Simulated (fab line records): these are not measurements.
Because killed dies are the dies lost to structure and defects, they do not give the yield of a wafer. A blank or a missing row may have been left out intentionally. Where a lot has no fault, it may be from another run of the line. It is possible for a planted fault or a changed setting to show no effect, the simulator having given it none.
Split-lot experiment | flow rit cmos | 23 wafers read from 5 lots, route of 202 steps

== SPLIT DETAILS ==
At RIT_PRETRO_COAT_01 (resist thk 1300 nm), the setting spin rpm was moved away from the recipe's 2000 rpm on 8 of the 23 wafers read, by -5.7% to -2.5%. All remaining wafers had this setting at the recipe value.

== FROM THE SPLIT TO THE READING: what the file shows between them, 3 steps ==
- RIT_PRETRO_SOFTBAKE_02: time 60 s
- RIT_PRETRO_EXPOSE_03: exposes mask M5, target cd 43700 nm
- RIT_PRETRO_DEVELOP_05: develop time 68 s

== THE READING ==
NOVOLAK_of_PRETRO_COAT_01.thk nm (the simulator's own value, which no gauge read), in nm, at RIT_PRETRO_HARDBAKE_07 (time 120 s). The file does not state a usual value for it. The 15 wafers here that ran the recipe average 1135 nm, standard deviation 4.1 nm.

wafer  | tool, chamber at the split | spin rpm as run, rpm | against the recipe | NOVOLAK_of_PRETRO_COAT_01.thk nm, nm | against lot-mates on the recipe
L076.1 | litho track-03, 0          | 2000                 | recipe             | 1140                                 | -
L076.2 | litho track-03, 0          | 1886                 | -5.7%              | 1173                                 | +34
L076.5 | litho track-03, 0          | 1886                 | -5.7%              | 1173                                 | +34
L076.4 | litho track-03, 0          | 2000                 | recipe             | 1139                                 | -
L076.6 | litho track-03, 0          | 1886                 | -5.7%              | 1174                                 | +34
L077.2 | litho track-01, 0          | 2000                 | recipe             | 1144                                 | -
L077.3 | litho track-01, 0          | 2000                 | recipe             | 1137                                 | -
L077.4 | litho track-01, 0          | 1890                 | -5.5%              | 1170                                 | +30
L077.5 | litho track-01, 0          | 2000                 | recipe             | 1140                                 | -
L077.6 | litho track-01, 0          | 1890                 | -5.5%              | 1172                                 | +32
L081.3 | litho track-02, 0          | 2000                 | recipe             | 1132                                 | -
L081.4 | litho track-02, 0          | 2000                 | recipe             | 1135                                 | -
L081.5 | litho track-02, 0          | 2000                 | recipe             | 1134                                 | -
L082.1 | litho track-02, 0          | 2000                 | recipe             | 1135                                 | -
L082.2 | litho track-02, 0          | 1949                 | -2.5%              | 1148                                 | +12
L082.3 | litho track-02, 0          | 2000                 | recipe             | 1138                                 | -
L082.5 | litho track-02, 0          | 1949                 | -2.5%              | 1153                                 | +16
L082.6 | litho track-02, 0          | 1949                 | -2.5%              | 1150                                 | +14
L083.1 | litho track-02, 0          | 2000                 | recipe             | 1132                                 | -
L083.2 | litho track-02, 0          | 2000                 | recipe             | 1134                                 | -
L083.6 | litho track-02, 0          | 2000                 | recipe             | 1134                                 | -
L083.3 | litho track-02, 0          | 2000                 | recipe             | 1129                                 | -
L083.5 | litho track-02, 0          | 2000                 | recipe             | 1129                                 | -

FIT RESULTS
A straight line over all 23 wafers: NOVOLAK_of_PRETRO_COAT_01.thk nm changes by -6.53 nm for each +1% of spin rpm; r = -0.97; the points scatter about the line by 3.6 nm.
The same after taking each lot's own level away (the mean of its wafers on the recipe; 23 wafers): -5.78 nm for each +1%; r = -0.99; scatter 2 nm.
That fit puts the effect of the largest move of spin rpm on the reading at 33 nm.
From 1131.6 to 1140.3 nm: that is the span of the lots' own levels, equal to 2.1 times the standard deviation above.
So the lot-to-lot level changes the slope: the two fits differ.
Check: for one of the wafers moved furthest among these (-5.7%), held out of the fit, the line's prediction against its lot-mates is +32.7 nm. It came out at +33.5 nm against them.

== THE WHOLE CHAIN: every reading that the file lists as answering this split, in the file's order ==
step                   | what it does       | reading                                                                           | change (the file's fit)              | r (the file's)
RIT_PRETRO_COAT_01     | resist thk 1300 nm | NOVOLAK_of_PRETRO_COAT_01.thk nm (the simulator's own value, which no gauge read) | -6.69 nm for each +1% of the setting | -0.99
RIT_PRETRO_HARDBAKE_07 | time 120 s         | NOVOLAK_of_PRETRO_COAT_01.thk nm (the simulator's own value, which no gauge read) | -5.77 nm for each +1% of the setting | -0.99

== FILE'S OWN FIT ==
NOVOLAK_of_PRETRO_COAT_01.thk nm changes by -5.77 nm for each +1% of spin rpm, r = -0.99.
